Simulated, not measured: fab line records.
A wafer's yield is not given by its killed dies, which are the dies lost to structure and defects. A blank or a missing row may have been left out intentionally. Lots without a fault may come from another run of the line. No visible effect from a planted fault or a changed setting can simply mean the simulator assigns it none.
One fault through the eyes of 2 desks    flow berkeley_cmos170    each desk has only its own numbers; what lay behind them comes last

## FROM THE METROLOGY DESK
What the gauges read, lot by lot, whatever tool the lot ran on: means of the sampled wafers that have a number. Marked OUT: a lot whose mean sits more than 4 standard deviations from the usual mean, which makes it out of limits; the brackets give that distance.
Columns: A = cd_nm at UCB170_V1_CD_MEAS_90, usual 700.0 nm
lot   first seen here  A
L269  day 8 08:46      699.3
L268  day 8 12:15      697.9
L272  day 8 17:36      700.0
L271  day 8 19:56      701.0
L270  day 8 20:03      698.1
L273  day 10 05:05     701.1
L274  day 10 05:39     700.7
L279  day 10 21:19     700.0
L283  day 11 11:22     697.7
L287  day 12 14:36     700.0
L288  day 12 17:07     698.1
L289  day 13 06:18     701.9
L290  day 13 07:47     699.1
L291  day 13 09:26     700.9
Result from this desk: across the 14 lots, nothing is out of limits.

## AT THE TOOL OWNER'S DESK: rie_diel-04
The tool's own readings at UCB170_M3_ETCH_17 (etches BARC in N2/H2): means of the sampled wafers that have a number, for each lot that ran on this tool. Marked OUT: a lot whose mean sits more than 4 standard deviations from the usual mean, which makes it out of limits; the brackets give that distance.
Columns: A = drypump_motor_current_A at UCB170_M3_ETCH_17, usual 5.6 A; B = oes_product_au at UCB170_M3_ETCH_17, usual 1.003 a.u.; C = throttle_valve_pct at UCB170_M3_ETCH_17, usual 13.30 %
lot   first seen here  A    B                C
L268  day 8 20:28      5.8  0.989            13.34
L272  day 9 06:47      5.9  1.000            13.14
L270  day 9 07:23      5.8  1.022            13.26
L273  day 10 16:40     5.3  0.768 (-12) OUT  13.40
L279  day 11 05:44     5.3  0.764 (-13) OUT  13.40
L291  day 13 16:47     6.3  0.994            13.19
This desk finds L273, L279 out of limits, L273 being first, at day 10 16:40 (oes_product_au at UCB170_M3_ETCH_17). In limits: L268, L272, L270, L291.

## PUT TOGETHER
On L273, L279, at day 10 16:40, an alarm was possible from the tool owner's desk.
The metrology desk saw nothing out of limits.
The metrology desk holds a record of L273, L279, inside its limits.
The lots listed all ran UCB170_M3_ETCH_17 on rie_diel-04.

## WHAT HAD BEEN PUT IN BY THE SIMULATOR
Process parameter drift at UCB170_M3_ETCH_17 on rie_diel-04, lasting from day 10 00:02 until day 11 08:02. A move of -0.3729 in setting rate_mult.
Shown lots that were struck: L273, L279.
How many hours passed from the start of the fault until each desk's first out-of-limits reading: the tool owner's desk, 17.
